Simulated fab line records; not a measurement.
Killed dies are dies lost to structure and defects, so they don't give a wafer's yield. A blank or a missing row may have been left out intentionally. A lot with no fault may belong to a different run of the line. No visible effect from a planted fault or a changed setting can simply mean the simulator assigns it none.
fab line records + flow rit_cmos
[record]
- lots = 6
- wafers = 18
- last_day = 7
route steps=202 shown NWELL@38 PWELL@39 WELLDRIVE@50 NRETRO@53 M1@202
lots that met no fault: taken from a fault-free run of the same line
start_h: the number of hours between the record's first day and the start of the first shown wafer of the lot + wait_h: how many hours have passed since the lot's step before this one + " as in the row above + L1.1+2: a row that stands for several wafers + - value missing, or start not given + * or withheld: withheld + < > ~ a bound
route shown NAME@n: NAME is a module with steps in the file, n the number in the route of the first one + usual: mean/standard deviation of fault-free wafers + same: alike in all rows + chamber/n: place in a boat + sites: the reading at each site + _std_site: standard deviation across them + _edge_site: inner sites' mean taken away from outer sites' mean + radius_mm: how far each site lies from the wafer's centre + mask NAME#n: copy n + behind: tool/chamber where the wafer was last shaped + hold: reason for holding the lot/hours on hold/outcome of the hold + device: which transistor (n, p or np) failed to switch + end of line: at the end of the route, the tests of the same wafers + a step with no rows: only its recipe + killed: at the first sort, the dies lost to defects and structure; wafer yield is something else + map: dies across one wafer; x = killed, . = not, _ = none there
set.NAME: setting as actually run; set.NAME@STEP: the setting as run at that earlier step + model.NAME: the simulator's own value behind a step, which no gauge read
lots seen at some steps along the route; tables by step, rows by wafer
services: the hour from which a tool's chamber was out of use, counted from the record's first day as start_h (under 0 if before that day), plus the number of hours and why
[[steps]]
[step RIT_NWELL_TW_MEAS_10]
[usual]
- NWELL_TW = 2119/20
| lot.wafer | tool          | chamber | start_h | wait_h | NWELL_TW |
|-----------|---------------|---------|---------|--------|----------|
| L381.1    | film_metro-02 | -       | 22.35   | 0.1    | 2128     |
| L381.3    | "             | -       | "       | "      | 2128     |
| L381.6    | "             | -       | "       | "      | 2126     |
| L386.1    | film_metro-03 | -       | 47.24   | 0.1    | 2100     |
| L386.3    | "             | -       | "       | "      | 2098     |
| L386.4    | "             | -       | "       | "      | 2106     |
| L396.1    | film_metro-02 | -       | 98.50   | 0.1    | 2146     |
| L396.2    | "             | -       | "       | "      | 2140     |
| L396.5    | "             | -       | "       | "      | 2147     |
| L397.2    | film_metro-04 | -       | 103.70  | 0.1    | 2087     |
| L397.3    | "             | -       | "       | "      | 2089     |
| L397.6    | "             | -       | "       | "      | 2096     |
| L400.3    | film_metro-04 | -       | 118.66  | 0.1    | 2090     |
| L400.4    | "             | -       | "       | "      | 2101     |
| L400.6    | "             | -       | "       | "      | 2097     |
| L403.1    | film_metro-02 | -       | 132.08  | 0.1    | 2148     |
| L403.4    | "             | -       | "       | "      | 2161     |
| L403.6    | "             | -       | "       | "      | 2149     |
[step RIT_PWELL_HMDS_00]
[recipe]
- prime_time_s = 60
- prime_temp_c = 140
[step RIT_PWELL_COAT_01]
[recipe]
- resist = NOVOLAK
- spin_rpm = 2000
- resist_thk_nm = 1286
[step RIT_PWELL_SOFTBAKE_02]
[recipe]
- resist = NOVOLAK
- temp_c = 90
- time_s = 60
[step RIT_PWELL_EXPOSE_03]
[recipe]
- mask_id = M3
- na = 0.57
- target_cd_nm = 43700
- dose_mj = 250
[step RIT_PWELL_PEB_04]
[recipe]
- resist = NOVOLAK
- temp_c = withheld
- time_s = withheld
[step RIT_PWELL_DEVELOP_05]
[recipe]
- resist = NOVOLAK
- develop_time_s = 68
- dev_temp_c = 23
[step RIT_PWELL_OVL_MEAS_06]
[usual]
- PWELL_OVL = -0.7/1.6
| lot.wafer | tool       | chamber | start_h | wait_h | PWELL_OVL[nm] |
|-----------|------------|---------|---------|--------|---------------|
| L381.1    | overlay-02 | -       | 23.42   | -      | -3.4          |
| L381.3    | "          | -       | "       | "      | -2.8          |
| L381.6    | "          | -       | "       | "      | -4.0          |
| L386.1    | overlay-01 | -       | 48.18   | -      | -2.1          |
| L386.3    | "          | -       | "       | "      | 0.6           |
| L386.4    | "          | -       | "       | "      | 0.9           |
| L396.1    | overlay-02 | -       | 99.48   | -      | -2.1          |
| L396.2    | "          | -       | "       | "      | -1.0          |
| L396.5    | "          | -       | "       | "      | -0.6          |
| L397.2    | overlay-01 | -       | 104.64  | -      | 0.8           |
| L397.3    | "          | -       | "       | "      | 0.9           |
| L397.6    | "          | -       | "       | "      | -0.6          |
| L400.3    | overlay-02 | -       | 119.72  | -      | -0.6          |
| L400.4    | "          | -       | "       | "      | 0.3           |
| L400.6    | "          | -       | "       | "      | -1.2          |
| L403.1    | overlay-02 | -       | 133.02  | -      | -0.8          |
| L403.4    | "          | -       | "       | "      | 0.2           |
| L403.6    | "          | -       | "       | "      | -0.1          |
[step RIT_PWELL_HARDBAKE_07]
[recipe]
- resist = NOVOLAK
- temp_c = 140
- time_s = 120
[step RIT_PWELL_IMPLANT_08]
[recipe]
- species = B
- energy_kev = 170
- dose_cm2 = 7.089e+13
- tilt_deg = 7
[step RIT_PWELL_STRIP_09]
[recipe]
- chemistry = O2
- time_s = 180
- resist = NOVOLAK
- platen_temp_c = withheld
- power_w = 500
- pressure_mtorr = 4000
- o2_flow_sccm = 4000
[usual]
- drypump_motor_current_A = 5.7/0.65
| lot.wafer | tool            | chamber | start_h | wait_h | drypump_motor_current_A | rf_hours_counter_h |
|-----------|-----------------|---------|---------|--------|-------------------------|--------------------|
| L381.1    | plasma_asher-03 | 0       | 23.85   | 0.1    | 5.3                     | 37                 |
| L381.3    | "               | 1       | "       | "      | 5.5                     | -                  |
| L381.6    | "               | 0       | "       | "      | 5.3                     | -                  |
| L386.1    | plasma_asher-01 | 0       | 48.73   | 0.1    | 4.9                     | 27                 |
| L386.3    | "               | 1       | "       | "      | 6.4                     | -                  |
| L386.4    | "               | 0       | "       | "      | 4.9                     | -                  |
| L396.1    | plasma_asher-04 | 0       | 99.92   | 0.1    | 5.4                     | 44                 |
| L396.2    | "               | 1       | "       | "      | 6.6                     | 44                 |
| L396.5    | "               | 1       | "       | "      | 6.7                     | -                  |
| L397.2    | plasma_asher-01 | 1       | 105.07  | 0.1    | 6.4                     | 33                 |
| L397.3    | "               | 0       | "       | "      | 4.9                     | -                  |
| L397.6    | "               | 1       | "       | "      | 6.4                     | -                  |
| L400.3    | plasma_asher-03 | 1       | 120.20  | 0.1    | 5.5                     | -                  |
| L400.4    | "               | 0       | "       | "      | 5.3                     | -                  |
| L400.6    | "               | 0       | "       | "      | 5.3                     | -                  |
| L403.1    | plasma_asher-03 | 0       | 133.45  | 0.1    | 5.3                     | 1                  |
| L403.4    | "               | 0       | "       | "      | 5.3                     | -                  |
| L403.6    | "               | 1       | "       | "      | 5.5                     | -                  |
[step RIT_PWELL_TW_MEAS_10]
[usual]
- PWELL_TW = 941/8.5
| lot.wafer | tool          | chamber | start_h | wait_h | PWELL_TW |
|-----------|---------------|---------|---------|--------|----------|
| L381.1    | film_metro-04 | -       | 24.03   | 0.1    | 932      |
| L381.3    | "             | -       | "       | "      | 932      |
| L381.6    | "             | -       | "       | "      | 932      |
| L386.1    | film_metro-04 | -       | 48.90   | 0.1    | 932      |
| L386.3    | "             | -       | "       | "      | 932      |
| L386.4    | "             | -       | "       | "      | 929      |
| L396.1    | film_metro-04 | -       | 100.10  | 0.1    | 935      |
| L396.2    | "             | -       | "       | "      | 934      |
| L396.5    | "             | -       | "       | "      | 935      |
| L397.2    | film_metro-04 | -       | 105.25  | 0.1    | 934      |
| L397.3    | "             | -       | "       | "      | 935      |
| L397.6    | "             | -       | "       | "      | 938      |
| L400.3    | film_metro-03 | -       | 120.34  | 0.1    | 939      |
| L400.4    | "             | -       | "       | "      | 934      |
| L400.6    | "             | -       | "       | "      | 937      |
| L403.1    | film_metro-04 | -       | 133.63  | 0.1    | 926      |
| L403.4    | "             | -       | "       | "      | 928      |
| L403.6    | "             | -       | "       | "      | 925      |
[step RIT_WELLDRIVE_ANNEAL_00]
[recipe]
- temp_c = 1100
- time_s = 14700
- ambient = N2
[usual]
- run_length_s = 18273/9.3
- tube_center_temp_C = 1100/0.097
| lot.wafer | tool       | chamber | start_h | wait_h | run_length_s | tube_center_temp_C |
|-----------|------------|---------|---------|--------|--------------|--------------------|
| L381.1    | furnace-01 | 0       | 24.32   | 0.3    | 18289        | 1099.9             |
| L381.3    | "          | 0       | "       | "      | 18289        | 1099.9             |
| L381.6    | "          | 0       | "       | "      | 18289        | 1099.9             |
| L386.1    | furnace-01 | 0       | 48.96   | 0.1    | 18282        | 1100               |
| L386.3    | "          | 0       | "       | "      | 18282        | 1100.1             |
| L386.4    | "          | 0       | "       | "      | 18282        | 1100               |
| L396.1    | furnace-01 | 0       | 101.26  | 1.2    | 12402        | 1100               |
| L396.2    | "          | 0       | "       | "      | 12402        | 1099.9             |
| L396.5    | "          | 0       | "       | "      | 12402        | 1100.2             |
| L397.2    | furnace-01 | 0       | 106.35  | 1.1    | 12407        | 1100               |
| L397.3    | "          | 0       | "       | "      | 12407        | 1100.1             |
| L397.6    | "          | 0       | "       | "      | 12407        | 1100               |
| L400.3    | furnace-04 | 0       | 121.65  | 1.3    | 18261        | 1100               |
| L400.4    | "          | 0       | "       | "      | 18261        | 1099.9             |
| L400.6    | "          | 0       | "       | "      | 18261        | 1100.1             |
| L403.1    | furnace-03 | 0       | 134.14  | 0.5    | 18271        | 1100.1             |
| L403.4    | "          | 0       | "       | "      | 18271        | 1100               |
| L403.6    | "          | 0       | "       | "      | 18271        | 1099.9             |
[step RIT_WELLDRIVE_RS_MEAS_01]
[recipe]
- thk_meas_gauge = four-point-probe
[usual]
- NWELL_RS = 275.5/0.63
| lot.wafer | tool          | chamber | start_h | wait_h | NWELL_RS[ohm/sq] |
|-----------|---------------|---------|---------|--------|------------------|
| L381.1    | film_metro-04 | -       | 29.40   | 0.0    | 275.7            |
| L381.3    | "             | -       | "       | "      | 275.6            |
| L381.6    | "             | -       | "       | "      | 275.7            |
| L386.1    | film_metro-04 | -       | 54.04   | 0.0    | 275.6            |
| L386.3    | "             | -       | "       | "      | 276.2            |
| L386.4    | "             | -       | "       | "      | 275.5            |
| L396.1    | film_metro-03 | -       | 106.35  | 1.6    | 301.6            |
| L396.2    | "             | -       | "       | "      | 301.1            |
| L396.5    | "             | -       | "       | "      | 301.2            |
| L397.2    | film_metro-03 | -       | 111.45  | 1.7    | 300.9            |
| L397.3    | "             | -       | "       | "      | 301.1            |
| L397.6    | "             | -       | "       | "      | 301.6            |
| L400.3    | film_metro-04 | -       | 126.77  | 0.0    | 276.2            |
| L400.4    | "             | -       | "       | "      | 276.8            |
| L400.6    | "             | -       | "       | "      | 276.3            |
| L403.1    | film_metro-02 | -       | 139.22  | 0.0    | 275.2            |
| L403.4    | "             | -       | "       | "      | 275.1            |
| L403.6    | "             | -       | "       | "      | 275.5            |
[step RIT_WELLDRIVE_RS_MEAS_02]
[recipe]
- thk_meas_gauge = four-point-probe
[usual]
- PWELL_RS = 426.3/1.2
| lot.wafer | tool          | chamber | start_h | wait_h | PWELL_RS[ohm/sq] |
|-----------|---------------|---------|---------|--------|------------------|
| L381.1    | film_metro-04 | -       | 29.52   | 0.1    | 425.9            |
| L381.3    | "             | -       | "       | "      | 427.9            |
| L381.6    | "             | -       | "       | "      | 425.7            |
| L386.1    | film_metro-04 | -       | 54.16   | 0.1    | 427.8            |
| L386.3    | "             | -       | "       | "      | 428.3            |
| L386.4    | "             | -       | "       | "      | 428.0            |
| L396.1    | film_metro-03 | -       | 106.47  | 0.1    | 453.2            |
| L396.2    | "             | -       | "       | "      | 453.8            |
| L396.5    | "             | -       | "       | "      | 453.6            |
| L397.2    | film_metro-03 | -       | 111.57  | 0.1    | 453.3            |
| L397.3    | "             | -       | "       | "      | 454.2            |
| L397.6    | "             | -       | "       | "      | 453.9            |
| L400.3    | film_metro-04 | -       | 126.89  | 0.1    | 425.6            |
| L400.4    | "             | -       | "       | "      | 425.5            |
| L400.6    | "             | -       | "       | "      | 425.9            |
| L403.1    | film_metro-02 | -       | 139.34  | 0.1    | 426.3            |
| L403.4    | "             | -       | "       | "      | 427.1            |
| L403.6    | "             | -       | "       | "      | 426.6            |
[step RIT_NRETRO_HMDS_00]
[recipe]
- prime_time_s = 60
- prime_temp_c = 140
[step RIT_M1_PROBE_99]
[usual]
- killed_at_M0_to_M3 = 0.0/0.2
- killed_at_front_end = 6/3.1
- killed_dies = 6/3.1
- killed_open = 2.9/2
- killed_short = 3.3/2
[same]
- gross_dies = 264
- killed_at_M4_up = 0
- killed_at_back_side = 0
- killed_at_contacts = 0
- killed_at_other = 0
| lot.wafer | tool      | chamber | start_h | wait_h | killed_at_M0_to_M3 | killed_at_front_end | killed_dies | killed_open | killed_short | model.etest.pmos_0p3.r_on_ohm_um | model.etest.nwell_pinched.rs_ohm_sq | model.etest.pwell_pinched.rs_ohm_sq | model.etest.pwell.rs_ohm_sq | model.etest.pmos_0p15.drive_ua_um | model.etest.nmos_narrow.drive_ua_um | model.etest.nmos_0p3.drive_ua_um | model.etest.pmos_narrow.drive_ua_um |
|-----------|-----------|---------|---------|--------|--------------------|---------------------|-------------|-------------|--------------|----------------------------------|-------------------------------------|-------------------------------------|-----------------------------|-----------------------------------|-------------------------------------|----------------------------------|-------------------------------------|
| L381.1    | prober-02 | -       | 57.66   | 0.1    | 0                  | 9                   | 9           | 5           | 4            | 6179                             | 337.3                               | 463.4                               | 414                         | 256.8                             | 236.9                               | 229.2                            | 105.1                               |
| L381.3    | prober-02 | -       | 57.76   | 0.2    | 0                  | 2                   | 2           | 0           | 2            | 6135                             | 334                                 | 452.6                               | 414.3                       | 262.9                             | 237.8                               | 230.6                            | 106                                 |
| L381.6    | prober-02 | -       | 57.91   | 0.2    | 0                  | 2                   | 2           | 2           | 0            | 6199                             | 341.2                               | 449.1                               | 403.7                       | 253.7                             | 236.3                               | 230.1                            | 106.1                               |
| L386.1    | prober-01 | -       | 86.03   | 0.1    | 0                  | 5                   | 5           | 1           | 4            | 6014                             | 336.3                               | 455.1                               | 412.9                       | 269.9                             | 240.8                               | 232.9                            | 111.6                               |
| L386.3    | prober-01 | -       | 86.13   | 0.2    | 0                  | 8                   | 8           | 4           | 4            | 5985                             | 339.4                               | 458.7                               | 409.5                       | 270.6                             | 249.1                               | 239                              | 114                                 |
| L386.4    | prober-01 | -       | 86.18   | 0.2    | 2                  | 2                   | 4           | 0           | 2            | 6088                             | 340.1                               | 459.1                               | 414.9                       | 268.7                             | 243.9                               | 234.5                            | 111.5                               |
| L396.1    | prober-01 | -       | 138.20  | 0.1    | 0                  | 4                   | 4           | 3           | 1            | 6277                             | 386.9                               | 472.5                               | 427.9                       | 257.4                             | 230.5                               | 224.4                            | 102.6                               |
| L396.2    | prober-01 | -       | 138.25  | 0.1    | 0                  | 8                   | 8           | 6           | 2            | 6306                             | 384.6                               | 483.2                               | 435.1                       | 251.9                             | 234.7                               | 223.4                            | 103.1                               |
| L396.5    | prober-01 | -       | 138.40  | 0.2    | 0                  | 3                   | 3           | 0           | 3            | 6349                             | 385.7                               | 479.4                               | 431.2                       | 256.6                             | 228.8                               | 222.1                            | 100.8                               |
| L397.2    | prober-02 | -       | 144.48  | 0.1    | 0                  | 3                   | 3           | 2           | 1            | 6545                             | 386.9                               | 493.3                               | 443.8                       | 238.1                             | 224.2                               | 217.4                            | 96.8                                |
| L397.3    | prober-02 | -       | 144.53  | 0.2    | 0                  | 9                   | 9           | 3           | 6            | 6660                             | 386                                 | 488                                 | 440.1                       | 236.4                             | 217.8                               | 214.4                            | 93.88                               |
| L397.6    | prober-02 | -       | 144.68  | 0.2    | 0                  | 5                   | 5           | 3           | 2            | 6482                             | 384.1                               | 486.8                               | 437.8                       | 243.8                             | 220.6                               | 214.9                            | 97.56                               |
| L400.3    | prober-01 | -       | 158.45  | 0.2    | 0                  | 10                  | 10          | 5           | 5            | 6202                             | 334.1                               | 447.9                               | 405.8                       | 255.2                             | 240.3                               | 233.6                            | 107.9                               |
| L400.4    | prober-01 | -       | 158.50  | 0.2    | 0                  | 2                   | 2           | 0           | 2            | 6312                             | 339.4                               | 457.5                               | 411                         | 252.3                             | 236.4                               | 229.6                            | 105.8                               |
| L400.6    | prober-01 | -       | 158.60  | 0.2    | 0                  | 10                  | 10          | 9           | 1            | 6142                             | 335.9                               | 449.1                               | 405.5                       | 261.2                             | 238                                 | 233                              | 107.5                               |
| L403.1    | prober-02 | -       | 169.22  | 0.1    | 0                  | 2                   | 2           | 2           | 0            | 6636                             | 342.2                               | 452.3                               | 406.2                       | 237.9                             | 222                                 | 216.6                            | 97.02                               |
| L403.4    | prober-02 | -       | 169.37  | 0.2    | 0                  | 1                   | 1           | 0           | 1            | 6453                             | 332.8                               | 448.8                               | 407.9                       | 251.2                             | 226.2                               | 219.8                            | 100.5                               |
| L403.6    | prober-02 | -       | 169.47  | 0.2    | 0                  | 3                   | 3           | 2           | 1            | 6630                             | 334.3                               | 444.8                               | 411.4                       | 239.8                             | 217.9                               | 216.8                            | 96.72                               |
// killed by level:class
L381.1 FOX1:geometric_particle:short=2 SILICIDE:geometric_particle:open=2 FOX1:geometric_particle:open=1 FOX2:geometric_particle:short=1 REOX:geometric_particle:open=1 SPACER:geometric_particle:open=1 SILICIDE:geometric_particle:short=1
L381.3 GATE:geometric_particle:short=1 REOX:geometric_particle:short=1
L381.6 ACTIVE:geometric_particle:open=1 GATE:geometric_particle:open=1
L386.1 SPACER:geometric_particle:short=3 GATE:geometric_particle:open=1 GATE:geometric_particle:short=1
L386.3 GATE:geometric_particle:short=4 GATE:geometric_particle:open=3 SPACER:geometric_particle:open=1
L386.4 M1:coat_microbubble_printed=2 GATE:geometric_particle:short=1 SILICIDE:geometric_particle:short=1
L396.1 GATE:geometric_particle:open=2 GATE:geometric_particle:short=1 REOX:geometric_particle:open=1
L396.2 FOX1:geometric_particle:open=2 GATE:geometric_particle:open=2 GATE:geometric_particle:short=2 SILICIDE:geometric_particle:open=2
L396.5 GATE:geometric_particle:short=1 REOX:geometric_particle:short=1 SILICIDE:geometric_particle:short=1
L397.2 FOX1:geometric_particle:open=1 GATE:geometric_particle:short=1 SILICIDE:geometric_particle:open=1
L397.3 GATE:geometric_particle:short=2 SILICIDE:geometric_particle:short=2 FOX1:geometric_particle:open=1 FOX1:geometric_particle:short=1 REOX:geometric_particle:open=1 REOX:geometric_particle:short=1 SILICIDE:geometric_particle:open=1
L397.6 GATE:geometric_particle:open=3 GATE:geometric_particle:short=2
L400.3 FOX2:geometric_particle:short=2 FOX1:geometric_particle:short=1 FOX1:geometric_particle:open=1 FOX2:geometric_particle:open=1 GATE:geometric_particle:open=1 GATE:geometric_particle:short=1 REOX:geometric_particle:open=1 SPACER:geometric_particle:open=1
L400.4 FOX1:geometric_particle:short=1 REOX:geometric_particle:short=1
L400.6 GATE:geometric_particle:open=4 FOX1:geometric_particle:open=2 FOX2:geometric_particle:open=2 REOX:geometric_particle:open=1 SPACER:geometric_particle:short=1
L403.1 GATE:geometric_particle:open=2
L403.4 REOX:geometric_particle:short=1
L403.6 FOX2:geometric_particle:open=2 GATE:geometric_particle:short=1
[[services]]
| tool            | chamber | start_h | hours | kind       |
|-----------------|---------|---------|-------|------------|
| plasma_asher-04 | -       | 21.83   | 2.8   | pm         |
| furnace-04      | -       | 50.20   | 4.2   | pm         |
| plasma_asher-03 | -       | 88.64   | 1.2   | repair     |
| plasma_asher-03 | -       | 108.75  | 9.0   | pm         |
| plasma_asher-03 | 0       | 108.75  | 9.0   | vent_cycle |
| plasma_asher-03 | 1       | 108.75  | 9.0   | vent_cycle |
| plasma_asher-03 | 0       | 117.75  | -     | clean      |
| plasma_asher-03 | 1       | 117.75  | -     | clean      |
[[key]]
[first_sign]
- step = RIT_WELLDRIVE_ANNEAL_00
- reading = run_length_s
- direction = down
- sigmas = 99+
- usual = *
- struck = *
[effect]
- step = RIT_WELLDRIVE_RS_MEAS_01
- reading = NWELL_RS
- direction = up
- sigmas = 41
- usual = 275.5
- struck = 301.2
[effect]
- step = RIT_WELLDRIVE_RS_MEAS_02
- reading = PWELL_RS
- direction = up
- sigmas = 22
- usual = 426.3
- struck = 453.6
[model_effect]
- step = RIT_M1_PROBE_99
- value = etest.pmos_0p3.r_on_ohm_um
- without = 6228
- struck = 6436
met_at RIT_WELLDRIVE_ANNEAL_00
struck_wafers L396.1,L396.2,L396.5,L397.2,L397.3,L397.6
tester_left_out L396,L397
onset_between 48.96 101.26
[fault]
- kind = process_parameter_drift
- tool = furnace-01
- chamber = -
- onset_h = 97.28
- steps = RIT_WELLDRIVE_ANNEAL_00
- channel = time_s
- offset = *
- shape = step
- end_h = 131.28
- acts_in = *
- stated = *
// tester_left_out: of these lots the tester's yield and bins aren't shown, on N5 and GAA mostly nor the transistor test; their killed dies are dies lost to structure and defects alone, not to doping, threshold or leakage, so they don't give the yield
